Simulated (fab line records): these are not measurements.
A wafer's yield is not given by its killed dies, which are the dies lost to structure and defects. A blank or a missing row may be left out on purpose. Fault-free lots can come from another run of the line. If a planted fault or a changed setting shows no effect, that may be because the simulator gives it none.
fab line records | flow ritCmos
record: lots: 5 wafers: 23
route steps=202 shown M1@196
startH: hours from the record's opening day to when the first of the lot's shown wafers began | waitH: hours since the lot's step before | " the same as in the row above | L1.1+2: one row covering several wafers at once | - no value present, or no start provided | * or withheld: withheld | < > ~ a bound
route shown NAME@n: a module of which the file shows steps, and the number in the route of the first | usual: mean/standard deviation of fault-free wafers | same: alike in all rows | chamber/n: place in a boat | sites: the reading at each site | _std_site: the values' standard deviation | _edge_site: the outer-site mean with the inner-site mean subtracted | radiusMm: for every site, how far away it sits from the centre of the wafer | mask NAME#n: copy n | behind: tool/chamber where the wafer was last shaped | hold: cause of the lot's hold/its duration in hours/its outcome | device: the transistor (n, p or np) that didn't switch | end of line: the tests these same wafers got at the end of their route | a step with no rows: only its recipe | killed: not the wafer's yield, but the dies lost to structure and defects at the first sort | map: the dies of a wafer, with x for killed, . for not killed, _ for no die there
set.NAME: the setting the step ran with; set.NAME@STEP: the setting that earlier step ran with | model.NAME: the simulator's own value behind a step, which no gauge read
one table per step and one row per wafer, for lots whose settings were changed on purpose
== steps ==
step: RIT_M1_METAL_ETCH_12
recipe: stopOn: SiO2 chemistry: Cl2/BCl3 target: Al timeS: 165 overEtchFrac: 0.5 pressureMtorr: 100 targetDepthA: 6000 rfW: 250 Cl2_flow_sccm: 60 bcl3FlowSccm: 50
columns lot.wafer tool chamber startH waitH set.pressureMtorr
L075.2+3+4 rieMetal-01 0,0,1 66.68 0.2 100
L078.1+3+4+5+6 rieMetal-01 1,1,0,0,1 78.80 0.2 105.6
L081.1+2+4+5+6 rieMetal-01 0,1,1,1,0 95.31 0.2 88.54
L082.1+2+3+4+5 rieMetal-02 1,0,0,1,0 101.77 0.2 88.71
L083.1+2+4+5+6 rieMetal-03 0,1,0,1,0 105.84 0.2 107.7
step: RIT_M1_STRIP_13
recipe: chemistry: nmp resist: NOVOLAK tempC: 80 timeS: 600 dry: n2Spin
step: RIT_M1_STRIP_14
recipe: chemistry: O2 timeS: 180 platenTempC: withheld powerW: 500 pressureMtorr: 4000 o2FlowSccm: 4000
step: RIT_M1_ANNEAL_15
recipe: tempC: 450 timeS: 1800 ambient: forming_gas_H2N2
step: RIT_M1_PROBE_99
usual: killedAtFrontEnd: 7/3.1 killedDies: 7/3.2 killedOpen: 3.6/2.1 killedShort: 3.5/1.9
same: grossDies: 264 killed_at_M0_to_M3: 0 killed_at_M4_up: 0 killedAtBackSide: 0 killedAtContacts: 0 killedAtOther: 0
columns lot.wafer tool chamber startH waitH set.devTempC@GATE_DEVELOP_15 killedAtFrontEnd killedDies killedOpen killedShort model.etest.pmosTurned.rOnOhmUm model.etest.pmos_0p3.rOnOhmUm model.etest.pmos_0p15.rOnOhmUm model.etest.nmosTurned.driveUaUm model.etest.nmos_0p15.driveUaUm model.etest.pmos_0p15.driveUaUm
L075.2 prober-01 - 68.98 0.1 23 15 15 7 7 3289 6059 2597 307.1 478.2 268.5
L075.3 prober-01 - 69.03 0.2 23 4 4 1 2 3389 6291 2735 305.4 473.7 262.2
L075.4 prober-01 - 69.08 0.2 23 4 4 3 0 3370 6249 2696 307.9 477.3 267.4
L078.1 prober-02 - 81.09 0.1 19.82 16 16 5 4 2784 5809 2321 436.9 560 322.1
L078.3 prober-02 - 81.19 0.2 23 3 3 1 2 3014 5975 2584 398.7 489.4 278.3
L078.4 prober-02 - 81.24 0.2 23 5 5 4 1 3033 6112 2602 393 480.9 270.9
L078.5 prober-02 - 81.29 0.2 23 11 11 8 3 3128 6148 2678 395.5 486.7 270.9
L078.6 prober-02 - 81.34 0.2 19.82 12 12 2 3 2620 5626 2242 462.2 578.9 336
L081.1 prober-02 - 97.56 0.1 20.57 7 7 2 2 2517 5414 2031 449.4 599 362.2
L081.2 prober-02 - 97.61 0.1 23 4 4 1 3 2891 5766 2388 387.4 521.2 302.9
L081.4 prober-02 - 97.71 0.2 20.57 5 5 1 4 2505 5534 2027 451.3 601.1 361.1
L081.5 prober-02 - 97.76 0.2 23 7 7 4 2 2815 5734 2361 396.3 508.1 308
L081.6 prober-02 - 97.81 0.2 23 5 5 3 2 2755 5702 2289 398.3 517.8 313.1
L082.1 prober-01 - 104.02 0.1 23 6 6 3 3 3807 6466 2842 287.9 467.8 244.2
L082.2 prober-01 - 104.07 0.1 23 6 6 4 2 3782 6447 2852 289 468.5 246.3
L082.3 prober-01 - 104.12 0.2 23 14 14 4 10 3897 6510 2900 293.4 480 241.1
L082.4 prober-01 - 104.17 0.2 23 8 8 5 3 3886 6576 2906 287.1 471.3 246.4
L082.5 prober-01 - 104.22 0.2 23 11 11 8 3 3807 6503 2898 285.8 462.1 242.5
L083.1 prober-02 - 108.11 0.1 23 3 3 0 3 3200 6156 2723 372.7 475.7 264.9
L083.2 prober-02 - 108.16 0.1 23 9 9 4 5 3155 6187 2636 365.8 464.2 262
L083.4 prober-02 - 108.26 0.2 20.72 4 4 2 2 2891 5883 2389 408.1 544.2 298.9
L083.5 prober-02 - 108.31 0.2 23 6 6 2 4 3190 6106 2662 369.8 475.8 261.2
L083.6 prober-02 - 108.36 0.2 20.72 6 6 4 2 2880 5807 2373 401 537.7 305.3
killed by level:class
L075.2 FOX1:geometricParticle:short=4 GATE:geometricParticle:open=3 SPACER:geometricParticle:short=2 SPACER:geometricParticle:open=2 FOX1:geometricParticle:open=1 REOX:geometricParticle:short=1 SILICIDE:geometricParticle:open=1 PWELL:coatMicrobubblePrinted=1
L075.3 GATE:geometricParticle:open=1 REOX:geometricParticle:short=1 SPACER:geometricParticle:short=1 PWELL:coatMicrobubblePrinted=1
L075.4 SPACER:geometricParticle:open=2 GATE:geometricParticle:open=1 PWELL:coatMicrobubblePrinted=1
L078.1 GATE:areaDevelop=7 GATE:geometricParticle:open=2 REOX:geometricParticle:short=2 REOX:geometricParticle:open=2 FOX2:geometricParticle:open=1 FOX2:geometricParticle:short=1 SILICIDE:geometricParticle:short=1
L078.3 GATE:geometricParticle:open=1 REOX:geometricParticle:short=1 SPACER:geometricParticle:short=1
L078.4 GATE:geometricParticle:open=2 REOX:geometricParticle:open=1 SPACER:geometricParticle:short=1 SILICIDE:geometricParticle:open=1
L078.5 GATE:geometricParticle:open=4 FOX1:geometricParticle:open=2 FOX2:geometricParticle:short=1 FOX2:geometricParticle:open=1 GATE:geometricParticle:short=1 REOX:geometricParticle:open=1 REOX:geometricParticle:short=1
L078.6 GATE:areaDevelop=7 GATE:geometricParticle:short=2 SPACER:geometricParticle:open=2 FOX2:geometricParticle:short=1
L081.1 GATE:areaDevelop=3 FOX1:geometricParticle:open=1 FOX1:geometricParticle:short=1 GATE:geometricParticle:open=1 REOX:geometricParticle:short=1
L081.2 FOX1:geometricParticle:short=2 GATE:geometricParticle:short=1 GATE:geometricParticle:open=1
L081.4 FOX1:geometricParticle:short=1 GATE:geometricParticle:short=1 REOX:geometricParticle:short=1 REOX:geometricParticle:open=1 SPACER:geometricParticle:short=1
L081.5 GATE:geometricParticle:open=2 FOX1:geometricParticle:open=1 FOX1:geometricParticle:short=1 SPACER:geometricParticle:open=1 SPACER:geometricParticle:short=1 PRETRO:coatMicrobubblePrinted=1
L081.6 FOX1:geometricParticle:open=2 FOX1:geometricParticle:short=1 GATE:geometricParticle:open=1 SPACER:geometricParticle:short=1
L082.1 GATE:geometricParticle:short=2 GATE:geometricParticle:open=2 FOX1:geometricParticle:open=1 SILICIDE:geometricParticle:short=1
L082.2 FOX1:geometricParticle:open=2 GATE:geometricParticle:short=2 GATE:geometricParticle:open=1 SPACER:geometricParticle:open=1
L082.3 GATE:geometricParticle:short=6 FOX2:geometricParticle:open=3 SPACER:geometricParticle:short=2 FOX1:geometricParticle:short=1 FOX2:geometricParticle:short=1 GATE:geometricParticle:open=1
L082.4 FOX1:geometricParticle:open=2 GATE:geometricParticle:open=2 FOX2:geometricParticle:short=1 FOX2:geometricParticle:open=1 GATE:geometricParticle:short=1 SPACER:geometricParticle:short=1
L082.5 FOX1:geometricParticle:open=3 GATE:geometricParticle:open=2 GATE:geometricParticle:short=2 FOX1:geometricParticle:short=1 FOX2:geometricParticle:open=1 REOX:geometricParticle:open=1 SPACER:geometricParticle:open=1
L083.1 GATE:geometricParticle:short=2 REOX:geometricParticle:short=1
L083.2 SPACER:geometricParticle:short=4 GATE:geometricParticle:open=1 REOX:geometricParticle:open=1 SPACER:geometricParticle:open=1 SILICIDE:geometricParticle:short=1 SILICIDE:geometricParticle:open=1
L083.4 SPACER:geometricParticle:short=2 GATE:geometricParticle:open=1 SPACER:geometricParticle:open=1
L083.5 GATE:geometricParticle:short=2 REOX:geometricParticle:short=2 GATE:geometricParticle:open=1 SILICIDE:geometricParticle:open=1
L083.6 FOX1:geometricParticle:open=2 GATE:geometricParticle:short=1 REOX:geometricParticle:short=1 REOX:geometricParticle:open=1 SILICIDE:geometricParticle:open=1
== key ==
split: step: RIT_M1_METAL_ETCH_12 setting: pressureMtorr stated: 100 by: lot
response none clear
split outsideThisFile step=RIT_GATE_DEVELOP_15 setting=devTempC
split outsideThisFile: this setting was split too, and the file shows its column; the key of that split is in another file
